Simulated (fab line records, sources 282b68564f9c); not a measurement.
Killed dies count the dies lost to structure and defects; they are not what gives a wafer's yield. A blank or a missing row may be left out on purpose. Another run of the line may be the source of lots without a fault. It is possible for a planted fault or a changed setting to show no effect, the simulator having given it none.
Which tool was responsible? -- flow rit cmos -- Sampling: 14 lots, 42 wafers, 2 of 202 route steps

WHAT EACH GAUGE READ, for each wafer
The record lacks any reading of a measuring or inspecting step that a usual standard deviation could be used to judge.

EACH LOT AND THE TOOL THAT RAN IT (in order: tool; ch and the chambers of the sampled wafers; start)
lot,RIT_NSD_SOFTBAKE_02,RIT_M1_PROBE_99
L266,"litho track-02 ch 0, day 3 00:25","prober-02, day 3 11:43"
L267,"litho track-02 ch 0, day 3 03:37",-
L268,"litho track-03 ch 0, day 3 09:19",-
L269,"litho track-03 ch 0, day 3 15:18","prober-01, day 4 01:52"
L271,"litho track-02 ch 0, day 4 01:55",-
L272,"litho track-03 ch 0, day 4 06:33",-
L276,"litho track-02 ch 0, day 5 03:58",-
L277,"litho track-02 ch 0, day 5 06:37",-
L278,"litho track-01 ch 0, day 5 11:54",-
L279,"litho track-01 ch 0, day 5 16:29",-
L280,"litho track-01 ch 0, day 5 21:01",-
L287,"litho track-01 ch 0, day 7 07:49",-
L288,"litho track-03 ch 0, day 7 13:08","prober-02, day 8 00:44"
L289,"litho track-03 ch 0, day 7 17:03","prober-01, day 8 03:53"
- RIT_NSD_SOFTBAKE_02: time 60 s.
- RIT_M1_PROBE_99

AS READ BY THE TOOLS THEMSELVES (means over the sampled wafers that have a number; for cases with no such wafer, the mark the record gives instead)
RIT_NSD_SOFTBAKE_02. Usual: run length s at 89.08 s, with a standard deviation of 0.29.
lot,tool,run length s (s),flag
L266,litho track-02,89.35,
L267,litho track-02,89.33,
L268,litho track-03,88.80,
L269,litho track-03,88.71,
L271,litho track-02,89.32,
L272,litho track-03,88.83,
L276,litho track-02,97.66,OFF
L277,litho track-02,97.54,OFF
L278,litho track-01,88.93,
L279,litho track-01,89.00,
L280,litho track-01,89.11,
L287,litho track-01,89.00,
L288,litho track-03,88.81,
L289,litho track-03,88.80,

RIT_M1_PROBE_99. Usual: killed at contacts 0.1, standard deviation 0.23; killed at front end 7.3, standard deviation 2.9; killed dies 7.3, standard deviation 3; killed open 3.6, standard deviation 1.8; killed short 3.7, standard deviation 2.1.
lot,tool,killed at contacts,killed at front end,killed dies,killed open,killed short,flag
L266,prober-02,0.3,8.7,9.0,5.0,4.0,
L269,prober-01,0.3,6.0,6.3,3.7,2.7,
L288,prober-02,0.3,8.3,8.7,4.3,4.0,
L289,prober-01,0.0,8.7,8.7,5.0,3.0,

THE ANSWER, worked out from the rows above alone
Rule: a lot counts as off when the mean over its wafers that have a number is more than 3 standard deviations away from the usual mean. Also off: a lot with no number at a reading for which 4 or more lots have one. All remaining lots with rows at the step are treated as sound. First the gauges in route order, then the tools' own readings, where a lot's mean is used as printed above. The first step at which some lot is off is used, and at that step the reading that is off furthest; a lot without a number counts as furthest.
Off, at RIT_NSD_SOFTBAKE_02 on run length s: L276, L277.
A tool fits if, at that step or a process step before it, it ran every lot that is off, and no sound lot after the first of them. One fits: litho track-02 at RIT_NSD_SOFTBAKE_02. A fault onset in the window from L271 (day 4 01:55, its last sound lot) to L276 (day 5 03:58, its first lot off) fits.
On the lots that are off, the tool's own readings at RIT_NSD_SOFTBAKE_02 differ by more than 5 times the standard deviation of the sound lots' means, which bears it out; run length s reads 97.60 s there versus 89.00 s on the sound lots.

WHAT THE SIMULATOR PUT IN
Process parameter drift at RIT_NSD_SOFTBAKE_02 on litho track-02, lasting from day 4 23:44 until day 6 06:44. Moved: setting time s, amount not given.
Struck lots among those shown: L276, L277. The same result came from the rule above.
